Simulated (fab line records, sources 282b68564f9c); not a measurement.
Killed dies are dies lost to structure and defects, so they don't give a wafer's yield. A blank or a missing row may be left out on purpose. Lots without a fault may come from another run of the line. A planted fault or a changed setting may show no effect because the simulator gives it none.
Which tool did it? | flow rit_cmos | 15 lots, 45 wafers sampled, at 1 step of a route of 202

WHAT THE GAUGES READ, wafer by wafer
The record holds no reading of a measuring or inspecting step that can be judged against a usual standard deviation.

WHICH TOOL RAN EACH LOT (tool, then ch and the chambers of the sampled wafers, then the start)
lot  | RIT_GATE_EXPOSE_13
L399 | iline_stepper-01 ch 0, day 3 01:55
L400 | iline_stepper-01 ch 0, day 3 08:23
L401 | iline_stepper-02 ch 0, day 3 11:43
L402 | iline_stepper-01 ch 0, day 3 20:34
L403 | iline_stepper-02 ch 0, day 3 23:33
L406 | iline_stepper-01 ch 0, day 4 10:55
L410 | iline_stepper-01, day 5 05:51
L411 | iline_stepper-01, day 5 09:25
L412 | iline_stepper-01, day 5 10:47
L413 | iline_stepper-01 ch 0, day 5 20:53
L414 | iline_stepper-01 ch 0, day 6 01:29
L415 | iline_stepper-01 ch 0, day 6 07:04
L416 | iline_stepper-02 ch 0, day 6 11:02
L417 | iline_stepper-02 ch 0, day 6 12:45
L421 | iline_stepper-01 ch 0, day 7 17:25
- RIT_GATE_EXPOSE_13: exposes mask M6, target cd 150 nm.

WHAT THE TOOLS THEMSELVES READ (means of the sampled wafers that have a number; where no wafer has one, the mark that the record gives instead)
RIT_GATE_EXPOSE_13. Usual: exposure_dose_mJ_cm2 380.0, standard deviation 0.4; focus_offset_nm 0.0 nm, standard deviation 0.48.
lot  | tool             | exposure_dose_mJ_cm2 | focus_offset_nm (nm) | flag
L399 | iline_stepper-01 | 380.1                | -0.4                 |
L400 | iline_stepper-01 | 379.8                | 0.2                  |
L401 | iline_stepper-02 | 379.5                | 0.3                  |
L402 | iline_stepper-01 | 379.8                | 0.1                  |
L403 | iline_stepper-02 | 379.7                | 0.2                  |
L406 | iline_stepper-01 | 380.3                | 0.0                  |
L410 | iline_stepper-01 | -                    | -                    | OFF
L411 | iline_stepper-01 | -                    | -                    | OFF
L412 | iline_stepper-01 | -                    | -                    | OFF
L413 | iline_stepper-01 | 379.8                | -0.1                 |
L414 | iline_stepper-01 | 380.0                | -0.8                 |
L415 | iline_stepper-01 | 380.6                | 0.1                  |
L416 | iline_stepper-02 | 380.1                | -0.1                 |
L417 | iline_stepper-02 | 380.2                | -0.0                 |
L421 | iline_stepper-01 | 379.8                | 0.3                  |

THE ANSWER, worked out from the rows above alone
Rule: a lot is off if the mean of its wafers that have a number lies more than 3 standard deviations from the usual mean. A lot without any number at a reading at which 4 lots or more have one is off too. The other lots that the step has rows for count as sound. The gauges are gone through in route order, then the tools' own readings, and for those a lot's mean is taken as printed above. The first step at which some lot is off is used, and at that step the reading that is off furthest; a lot without a number counts as furthest.
Off: L410, L411, L412, at RIT_GATE_EXPOSE_13 (exposure_dose_mJ_cm2). Without a number there: L410, L411, L412.
A tool fits if, at that step or a process step before it, it ran every lot that is off, and no sound lot after the first of them. None of those tried fits.

WHAT THE SIMULATOR HAD PUT IN
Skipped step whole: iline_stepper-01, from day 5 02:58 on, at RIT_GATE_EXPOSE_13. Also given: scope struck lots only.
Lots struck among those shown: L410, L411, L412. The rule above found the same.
